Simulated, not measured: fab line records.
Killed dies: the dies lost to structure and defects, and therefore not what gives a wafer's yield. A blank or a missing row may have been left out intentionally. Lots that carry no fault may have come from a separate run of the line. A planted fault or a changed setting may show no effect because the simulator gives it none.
fab line records    flow rit-cmos
record lots=15  wafers=45  last-day=7
route steps=202 shown NWELL@38 NSD@134 PSD@151 PLDD@159 M1@202
lots that met no fault: taken from a fault-free run of the same line
start-h: the number of hours between the record's first day and the start of the first shown wafer of the lot    wait-h: hours since the lot's step before    " identical to the entry in the row above    L1.1+2: one row covering several wafers at once    - no value, or no start given    * or withheld: withheld    < > ~ a bound
route shown NAME@n: names a module that has steps shown in the file, with the first one's number in the route    usual: the fault-free wafers' mean and standard deviation    same: alike in all rows    chamber/n: place in a boat    sites: readings site by site    _std_site: the standard deviation of these    _edge_site: mean of outer sites minus mean of inner sites    radius-mm: how far each site lies from the wafer's centre    mask NAME#n: copy n    behind: the last tool/chamber to shape the wafer    hold: cause of the lot's hold/its duration in hours/its outcome    device: transistor that didn't switch, given as n, p or np    end of line: the route-end tests of the same wafers    for a step that has no rows: nothing shown but its recipe    killed: dies that structure and defects cost at the first sort, which is not the same as the wafer's yield    map: a wafer's dies, marking killed ones x, the rest . and places with no die _
set.NAME: the setting as run; set.NAME@STEP: as run at that earlier step    model.NAME: the simulator's own value behind a step, which no gauge read
a sample of lots followed through the steps of the route, with each step as a table and each wafer as a row
services: from which hour (start-h, from the record's first day; less than 0 if before it) a tool's chamber was out of use, for how many hours, and why
## steps
# step RIT_NWELL_TW_MEAS_10
# usual NWELL_TW=2148/29
lot.wafer  tool           chamber  start-h  wait-h  NWELL_TW
L549.3     film-metro-01  -        22.06    0.1     2166
L549.4     "              -        "        "       2167
L549.5     "              -        "        "       2166
L550.2     film-metro-01  -        27.30    0.1     2181
L550.4     "              -        "        "       2182
L550.6     "              -        "        "       2185
L553.1     film-metro-04  -        44.17    0.1     2122
L553.3     "              -        "        "       2131
L553.6     "              -        "        "       2129
L555.1     film-metro-04  -        51.97    0.1     2132
L555.4     "              -        "        "       2117
L555.5     "              -        "        "       2128
L556.1     film-metro-04  -        56.38    0.1     2130
L556.4     "              -        "        "       2106
L556.6     "              -        "        "       2124
L557.1     film-metro-04  -        62.58    0.1     2112
L557.4     "              -        "        "       2120
L557.5     "              -        "        "       2130
L558.2     film-metro-01  -        66.39    0.1     2164
L558.5     "              -        "        "       2149
L558.6     "              -        "        "       2172
L560.1     film-metro-01  -        76.22    0.1     2192
L560.5     "              -        "        "       2193
L560.6     "              -        "        "       2189
L561.2     film-metro-04  -        81.00    0.1     2114
L561.3     "              -        "        "       2115
L561.6     "              -        "        "       2116
L562.1     film-metro-01  -        85.88    0.1     2171
L562.3     "              -        "        "       2186
L562.6     "              -        "        "       2185
L563.2     film-metro-04  -        92.15    0.1     2132
L563.4     "              -        "        "       2123
L563.5     "              -        "        "       2117
L564.2     film-metro-04  -        96.47    0.1     2122
L564.5     "              -        "        "       2120
L564.6     "              -        "        "       2120
L565.2     film-metro-04  -        101.84   0.1     2117
L565.5     "              -        "        "       2132
L565.6     "              -        "        "       2126
L569.1     film-metro-04  -        121.52   0.1     2106
L569.2     "              -        "        "       2118
L569.5     "              -        "        "       2107
L572.1     film-metro-04  -        136.13   0.1     2114
L572.2     "              -        "        "       2127
L572.5     "              -        "        "       2127
# step RIT_NSD_EXPOSE_03
# recipe mask-id=M9  na=0.57  target-cd-nm=40700  dose-mj=250
lot.wafer   tool              chamber  start-h  wait-h  mask
L549.3+4+5  iline-stepper-02  0        52.19    0.1     M9#0
L550.2+4+6  iline-stepper-01  0        54.22    0.2     M9#0
L553.1+3+6  iline-stepper-02  0        70.56    0.1     M9#0
L555.1+4+5  iline-stepper-02  0        77.28    0.2     M9#0
L556.1+4+6  iline-stepper-02  0        80.83    0.1     M9#0
L557.1+4+5  iline-stepper-02  0        87.32    0.1     M9#0
L558.2+5+6  iline-stepper-02  0        91.71    0.1     M9#0
L560.1+5+6  iline-stepper-01  0        101.25   0.2     M9#0
L561.2+3+6  iline-stepper-02  0        105.80   0.2     M9#0
L562.1+3+6  iline-stepper-02  0        110.68   0.1     M9#0
L563.2+4+5  iline-stepper-02  0        116.70   0.1     M9#0
L564.2+5+6  iline-stepper-01  0        122.53   0.2     M9#0
L565.2+5+6  iline-stepper-01  0        127.79   0.1     M9#0
L569.1+2+5  iline-stepper-02  0        147.36   0.2     M9#0
L572.1+2+5  iline-stepper-01  0        160.75   0.2     M9#0
# step RIT_NSD_OVL_MEAS_06
# usual NSD_OVL=0.2/1.5
lot.wafer  tool        chamber  start-h  wait-h  NSD_OVL[nm]
L549.3     overlay-02  -        52.57    -       0.7
L549.4     "           -        "        "       -0.5
L549.5     "           -        "        "       0.8
L550.2     overlay-01  -        54.60    -       -0.8
L550.4     "           -        "        "       -1.9
L550.6     "           -        "        "       -1.0
L553.1     overlay-01  -        70.96    -       0.9
L553.3     "           -        "        "       -1.9
L553.6     "           -        "        "       -1.6
L555.1     overlay-01  -        77.68    -       0.4
L555.4     "           -        "        "       1.4
L555.5     "           -        "        "       -0.3
L556.1     overlay-01  -        81.23    -       -0.8
L556.4     "           -        "        "       -1.2
L556.6     "           -        "        "       0.4
L557.1     overlay-01  -        87.72    -       0.0
L557.4     "           -        "        "       -1.5
L557.5     "           -        "        "       -0.6
L558.2     overlay-02  -        92.09    -       3.1
L558.5     "           -        "        "       1.8
L558.6     "           -        "        "       1.7
L560.1     overlay-02  -        101.65   -       -2.6
L560.5     "           -        "        "       -1.3
L560.6     "           -        "        "       -1.8
L561.2     overlay-02  -        106.19   -       0.6
L561.3     "           -        "        "       1.6
L561.6     "           -        "        "       1.6
L562.1     overlay-01  -        111.08   -       358.6
L562.3     "           -        "        "       358.3
L562.6     "           -        "        "       359.0
L563.2     overlay-02  -        117.09   -       359.8
L563.4     "           -        "        "       360.6
L563.5     "           -        "        "       359.3
L564.2     overlay-02  -        122.92   -       1.8
L564.5     "           -        "        "       1.3
L564.6     "           -        "        "       2.2
L565.2     overlay-02  -        128.18   -       3.8
L565.5     "           -        "        "       2.4
L565.6     "           -        "        "       1.6
L569.1     overlay-02  -        147.76   -       358.8
L569.2     "           -        "        "       359.6
L569.5     "           -        "        "       360.1
L572.1     overlay-01  -        161.15   -       0.8
L572.2     "           -        "        "       0.7
L572.5     "           -        "        "       1.1
# step RIT_PSD_STRIP_09
# recipe chemistry=O2  time-s=180  resist=NOVOLAK  platen-temp-c=withheld  power-w=500  pressure-mtorr=4000  o2-flow-sccm=4000
# usual drypump-motor-current-A=5.6/0.43
lot.wafer  tool             chamber  start-h  wait-h  drypump-motor-current-A  rf-hours-counter-h
L549.3     plasma-asher-03  0        54.51    0.1     5.8                      -
L549.4     "                1        "        "       5.4                      -
L549.5     "                1        "        "       5.4                      -
L550.2     plasma-asher-03  0        56.35    0.1     5.9                      43
L550.4     "                1        "        "       5.4                      -
L550.6     "                0        "        "       5.8                      -
L553.1     plasma-asher-01  1        73.05    0.1     6.2                      42
L553.3     "                0        "        "       5.4                      -
L553.6     "                0        "        "       5.4                      -
L555.1     plasma-asher-01  0        79.60    0.1     5.4                      43
L555.4     "                0        "        "       5.4                      -
L555.5     "                1        "        "       6.2                      -
L556.1     plasma-asher-04  0        83.11    0.1     4.9                      29
L556.4     "                1        "        "       5.5                      -
L556.6     "                0        "        "       4.9                      -
L557.1     plasma-asher-01  1        89.48    0.1     6.2                      44
L557.4     "                1        "        "       6.2                      -
L557.5     "                1        "        "       6.2                      -
L558.2     plasma-asher-01  1        93.97    0.1     6.2                      44
L558.5     "                1        "        "       6.2                      -
L558.6     "                0        "        "       5.4                      -
L560.1     plasma-asher-04  0        103.53   0.1     4.9                      31
L560.5     "                0        "        "       4.9                      -
L560.6     "                1        "        "       5.5                      -
L561.2     plasma-asher-04  0        108.15   0.1     4.9                      32
L561.3     "                0        "        "       4.9                      -
L561.6     "                0        "        "       4.9                      -
L562.1     plasma-asher-03  1        113.07   0.1     5.4                      50
L562.3     "                1        "        "       5.4                      -
L562.6     "                0        "        "       5.8                      -
L563.2     plasma-asher-01  0        119.27   0.1     5.4                      47
L563.4     "                0        "        "       5.4                      -
L563.5     "                1        "        "       6.2                      -
L564.2     plasma-asher-01  0        124.79   0.1     5.4                      48
L564.5     "                0        "        "       5.4                      -
L564.6     "                1        "        "       6.2                      -
L565.2     plasma-asher-04  0        129.93   0.1     4.9                      34
L565.5     "                1        "        "       5.5                      -
L565.6     "                0        "        "       4.9                      -
L569.1     plasma-asher-01  1        149.64   0.1     6.2                      49
L569.2     "                0        "        "       5.4                      49
L569.5     "                1        "        "       6.3                      -
L572.1     plasma-asher-04  0        162.93   0.1     4.9                      39
L572.2     "                1        "        "       5.6                      39
L572.5     "                1        "        "       5.5                      -
# step RIT_SDANNEAL_RS_MEAS_06
# recipe thk-meas-gauge=four-point-probe
# usual PLDD_RS=178.4/0.45
lot.wafer  tool           chamber  start-h  wait-h  PLDD_RS[ohm/sq]
L549.3     film-metro-02  -        55.43    0.1     178.2
L549.4     "              -        "        "       178.2
L549.5     "              -        "        "       178.1
L550.2     film-metro-02  -        57.29    0.1     178.1
L550.4     "              -        "        "       178.5
L550.6     "              -        "        "       177.9
L553.1     film-metro-04  -        73.95    0.1     178.8
L553.3     "              -        "        "       178.9
L553.6     "              -        "        "       179.1
L555.1     film-metro-02  -        80.52    0.1     178.1
L555.4     "              -        "        "       178.1
L555.5     "              -        "        "       178.1
L556.1     film-metro-03  -        84.05    0.1     179.5
L556.4     "              -        "        "       178.9
L556.6     "              -        "        "       178.3
L557.1     film-metro-03  -        90.38    0.1     178.6
L557.4     "              -        "        "       178.2
L557.5     "              -        "        "       178.2
L558.2     film-metro-03  -        94.92    0.1     178.7
L558.5     "              -        "        "       178.1
L558.6     "              -        "        "       178.1
L560.1     film-metro-04  -        104.43   0.1     179.1
L560.5     "              -        "        "       178.4
L560.6     "              -        "        "       178.8
L561.2     film-metro-03  -        109.07   0.1     177.6
L561.3     "              -        "        "       177.5
L561.6     "              -        "        "       178.0
L562.1     film-metro-02  -        113.97   0.1     178.7
L562.3     "              -        "        "       178.3
L562.6     "              -        "        "       178.0
L563.2     film-metro-02  -        120.19   0.1     178.3
L563.4     "              -        "        "       178.6
L563.5     "              -        "        "       177.8
L564.2     film-metro-03  -        125.79   0.1     177.9
L564.5     "              -        "        "       178.0
L564.6     "              -        "        "       178.5
L565.2     film-metro-03  -        130.87   0.1     178.0
L565.5     "              -        "        "       178.6
L565.6     "              -        "        "       179.0
L569.1     film-metro-02  -        150.54   0.1     178.5
L569.2     "              -        "        "       178.9
L569.5     "              -        "        "       178.9
L572.1     film-metro-03  -        163.85   0.1     178.8
L572.2     "              -        "        "       178.5
L572.5     "              -        "        "       177.8
# step RIT_M1_PROBE_99
# usual killed_at_M0_to_M3=0.0/0.083  killed-at-contacts=0.1/0.24  killed-at-front-end=7.1/2.8  killed-dies=7.2/2.8  killed-open=3.6/2.1  killed-short=3.6/1.9
# same gross-dies=264  killed_at_M4_up=0  killed-at-back-side=0  killed-at-other=0
lot.wafer  tool       chamber  start-h  wait-h  killed_at_M0_to_M3  killed-at-contacts  killed-at-front-end  killed-dies  killed-open  killed-short
L563.2     prober-02  -        127.86   0.1     0                   0                   14                   14           7            7
L563.4     prober-02  -        127.96   0.2     0                   0                   9                    9            3            6
L563.5     prober-02  -        128.01   0.2     0                   0                   12                   12           7            5
L569.1     prober-02  -        157.55   0.1     0                   0                   9                    9            2            7
L569.2     prober-02  -        157.60   0.1     0                   0                   7                    7            2            5
L569.5     prober-02  -        157.75   0.2     0                   0                   5                    5            1            4
# killed by level:class
L563.2 FOX1:geometric-particle:open=3 FOX1:geometric-particle:short=3 REOX:geometric-particle:short=3 SILICIDE:geometric-particle:open=2 FOX2:geometric-particle:open=1 REOX:geometric-particle:open=1 SILICIDE:geometric-particle:short=1
L563.4 FOX1:geometric-particle:short=2 GATE:geometric-particle:short=2 FOX2:geometric-particle:open=1 REOX:geometric-particle:open=1 REOX:geometric-particle:short=1 SPACER:geometric-particle:short=1 SILICIDE:geometric-particle:open=1
L563.5 GATE:geometric-particle:open=4 GATE:geometric-particle:short=4 FOX1:geometric-particle:open=2 REOX:geometric-particle:short=1 SILICIDE:geometric-particle:open=1
L569.1 FOX2:geometric-particle:short=3 GATE:geometric-particle:short=3 FOX1:geometric-particle:open=1 FOX2:geometric-particle:open=1 SPACER:geometric-particle:short=1
L569.2 GATE:geometric-particle:short=4 FOX2:geometric-particle:short=1 GATE:geometric-particle:open=1 SPACER:geometric-particle:open=1
L569.5 FOX2:geometric-particle:short=2 FOX1:geometric-particle:open=1 FOX1:geometric-particle:short=1 SPACER:geometric-particle:short=1
## services
tool              chamber  start-h  hours  kind
plasma-asher-04   -        38.69    1.9    repair
iline-stepper-02  -        39.99    1.7    pm
plasma-asher-04   -        55.52    12.9   repair
iline-stepper-01  -        57.26    2.1    pm
iline-stepper-01  -        59.34    -      consumable-replace:lamp
plasma-asher-01   -        61.46    1.8    repair
plasma-asher-03   -        96.68    6.2    repair
plasma-asher-01   -        128.92   8.7    repair
plasma-asher-03   -        147.66   7.8    repair
iline-stepper-01  -        160.93   1.7    pm
plasma-asher-03   -        162.77   3.1    repair
## key
first-sign step=RIT_NSD_OVL_MEAS_06  reading=NSD_OVL  direction=up  sigmas=99+  usual=0.2  struck=359.3
effect none on later readings
met-at RIT_NSD_EXPOSE_03
struck-lots L562,L563,L569
tester-left-out L562,L563,L569
not-acting-at RIT_NWELL_TW_MEAS_10,RIT_PSD_STRIP_09,RIT_SDANNEAL_RS_MEAS_06
onset-between 105.80 110.68
fault kind=scanner-matching-overlay  tool=iline-stepper-02  chamber=-  onset-h=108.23  steps=RIT_NSD_EXPOSE_03  offset=360
# tester-left-out: of these lots the tester's yield and bins aren't shown, on N5 and GAA mostly nor the transistor test; their killed dies are dies lost to structure and defects alone, not to doping, threshold or leakage, so they don't give the yield
